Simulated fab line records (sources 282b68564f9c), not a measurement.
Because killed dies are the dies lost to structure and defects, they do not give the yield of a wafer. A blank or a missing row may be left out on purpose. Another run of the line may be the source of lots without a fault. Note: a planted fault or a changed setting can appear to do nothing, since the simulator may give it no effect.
Split-lot trial + flow rit_cmos + on a route of 202 steps: 5 lots, 23 wafers read

## THE SPLIT
At RIT_PWELL_SOFTBAKE_02 (time 60 s), the setting temp_c was moved away from the recipe's 90 C on 7 of the 23 wafers read, by -2.9% to +3.7%. For the rest of the wafers, this setting stayed at what the recipe calls for.

## FROM THE SPLIT TO THE READING: what the file shows between them, 2 steps
- RIT_PWELL_EXPOSE_03: exposes mask M3, target cd 43700 nm
- RIT_PWELL_PEB_04

## THE READING
NOVOLAK_of_PWELL_COAT_01.thk_nm (the simulator's own value, which no gauge read), in nm, at RIT_PWELL_DEVELOP_05 (develop time 68 s). There is no usual value for it anywhere in the file. Average 1302 nm, standard deviation 3.5 nm, over the 16 wafers here run with the recipe.

| wafer  | tool, chamber at the split | temp_c as run, C | against the recipe | NOVOLAK_of_PWELL_COAT_01.thk_nm, nm | against lot-mates on the recipe |
|--------|----------------------------|------------------|--------------------|-------------------------------------|---------------------------------|
| L076.1 | litho_track-03, 0          | 90               | recipe             | 1299                                | -                               |
| L076.3 | litho_track-03, 0          | 90               | recipe             | 1298                                | -                               |
| L076.4 | litho_track-03, 0          | 90               | recipe             | 1296                                | -                               |
| L077.2 | litho_track-04, 0          | 90               | recipe             | 1306                                | -                               |
| L077.3 | litho_track-04, 0          | 90               | recipe             | 1306                                | -                               |
| L077.4 | litho_track-04, 0          | 92.61            | +2.9%              | 1294                                | -12                             |
| L077.5 | litho_track-04, 0          | 92.61            | +2.9%              | 1295                                | -11                             |
| L077.6 | litho_track-04, 0          | 90               | recipe             | 1307                                | -                               |
| L078.2 | litho_track-03, 0          | 93.34            | +3.7%              | 1293                                | -12                             |
| L078.3 | litho_track-03, 0          | 90               | recipe             | 1306                                | -                               |
| L078.4 | litho_track-03, 0          | 90               | recipe             | 1305                                | -                               |
| L078.5 | litho_track-03, 0          | 93.34            | +3.7%              | 1297                                | -8                              |
| L078.6 | litho_track-03, 0          | 90               | recipe             | 1304                                | -                               |
| L079.1 | litho_track-03, 0          | 90               | recipe             | 1302                                | -                               |
| L079.3 | litho_track-03, 0          | 90               | recipe             | 1298                                | -                               |
| L079.4 | litho_track-03, 0          | 90               | recipe             | 1300                                | -                               |
| L079.5 | litho_track-03, 0          | 90               | recipe             | 1301                                | -                               |
| L079.6 | litho_track-03, 0          | 90               | recipe             | 1301                                | -                               |
| L082.1 | litho_track-01, 0          | 87.37            | -2.9%              | 1309                                | +10                             |
| L082.3 | litho_track-01, 0          | 90               | recipe             | 1297                                | -                               |
| L082.4 | litho_track-01, 0          | 87.37            | -2.9%              | 1307                                | +8                              |
| L082.5 | litho_track-01, 0          | 87.37            | -2.9%              | 1304                                | +5                              |
| L082.6 | litho_track-01, 0          | 90               | recipe             | 1301                                | -                               |

FIT RESULTS
A straight line over all 23 wafers: NOVOLAK_of_PWELL_COAT_01.thk_nm changes by -1.92 nm for each +1% of temp_c; r = -0.73; the points scatter about the line by 3.2 nm.
The same after taking each lot's own level away (the mean of its wafers on the recipe; 23 wafers): -2.98 nm for each +1%; r = -0.95; scatter 1.8 nm.
According to that fit, moving temp_c by its largest amount changes the reading by 11 nm.
Measured against the standard deviation above, the lots' own levels, which go from 1297.7 to 1306.3 nm, span 2.5 times it.
So the lot-to-lot level blurs the effect unless lot-mates are compared.
Check: -11.2 nm against its lot-mates is what the line predicts for one of the wafers moved furthest among these (+3.7%) when that wafer is left out of the fit. Against them it came out at -12 nm.

## OTHER SPLITS ON THESE WAFERS
These wafers also went through other splits before the reading. Each is held against what the fit with the lots' levels taken away leaves over:
| other split on the same wafers  | wafers away from the commonest value | r with NOVOLAK_of_PWELL_COAT_01.thk_nm (lot level and that fit taken away) |
|---------------------------------|--------------------------------------|----------------------------------------------------------------------------|
| RIT_ACTIVE_OXIDATION_01 temp_c  | 15                                   | -0.06                                                                      |
| RIT_ACTIVE_COAT_06 spin_rpm     | 2                                    | +0.33                                                                      |
| RIT_FOX1_OXIDATION_00 ox_time_s | 15                                   | -0.32                                                                      |
| RIT_NWELL_IMPLANT_08 dose_cm2   | 8                                    | +0.02                                                                      |

## THE FILE'S OWN FIT
NOVOLAK_of_PWELL_COAT_01.thk_nm changes by -3.01 nm for each +1% of temp_c, r = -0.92.
